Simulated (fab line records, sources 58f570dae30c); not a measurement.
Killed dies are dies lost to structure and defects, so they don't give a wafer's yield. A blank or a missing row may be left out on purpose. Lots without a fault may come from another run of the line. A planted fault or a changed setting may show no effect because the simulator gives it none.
Problem report in the 8D (eight disciplines) form, filled by code | flow berkeley_cmos170 | the parts of the form that need people (team, actions taken, sign-off) are left out

1. THE PROBLEM
beam_energy_keV at UCB170_PLDD_IMPLANT_09 reads a mean of 10.537 on 6 wafers of 2 lots; wafers without a fault read 10.000 with a standard deviation of 0.003. That is +99 or more standard deviations from the usual mean.
First seen on wafer L352.2, day 11 05:05, on implanter-03. The record holds 42 wafers of 14 lots with a number at this step. Rule for "out", or "out of limits": more than 4 standard deviations from the usual mean. The other wafers with a number count as sound.

2. WHAT IT IS AND WHAT IT IS NOT
question                    | is                     | is not
which readings at this step | beam_energy_keV        | faraday_current_uA
which lots                  | L350, L352             | L335, L336, L337, L338, L340, L341, L342, L343, L346, L347, L354, L358
which wafers of those lots  | all that have a number | -
read on which tools         | implanter-03           | implanter-02, implanter-04
when                        | from day 11 05:05      | up to then (30 sound wafers); but 6 sound wafers of L354, L358 came after

3. SUSPECTS, AND WHAT RULES EACH OUT
Counting: a tool at a process step up to the reading stays a suspect if it ran every lot that is out and no sound lot after the first of them.
- implanter-03 at UCB170_PLDD_IMPLANT_09: kept. It ran every lot that is out, first L352 (day 11 05:05), and no sound lot after that; its last sound lot up to then is L343 (day 9 02:46). Its own readings are out on those wafers: beam_energy_keV.
Left after counting: implanter-03 at UCB170_PLDD_IMPLANT_09.

4. THE CAUSE (what the simulator had put in)
Process parameter drift: implanter-03, from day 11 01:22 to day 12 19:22, at UCB170_PLDD_IMPLANT_09. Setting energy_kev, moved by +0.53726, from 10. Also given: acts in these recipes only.
Counting left only this tool.

5. THE CHAIN OF EFFECTS, in route order
Each row: a reading whose mean over the struck wafers that have a number lies more than 3 standard deviations from the usual. Only readings for which the record gives a usual standard deviation are gone through. hours: the time from each lot's start at the first step in this table that gives one to its start at this step, as a median over the lots. sigmas: the change in usual standard deviations.
hours | step                   | reading         | usual  | on struck wafers | change | sigmas
0     | UCB170_PLDD_IMPLANT_09 | beam_energy_keV | 10.000 | 10.537           | +0.537 | +99 or more
The process steps in it:
- UCB170_PLDD_IMPLANT_09

6. WHAT WOULD HAVE CAUGHT IT SOONER
In this record the first reading out of limits was taken at day 11 05:05, 4 hours after the fault began at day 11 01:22.
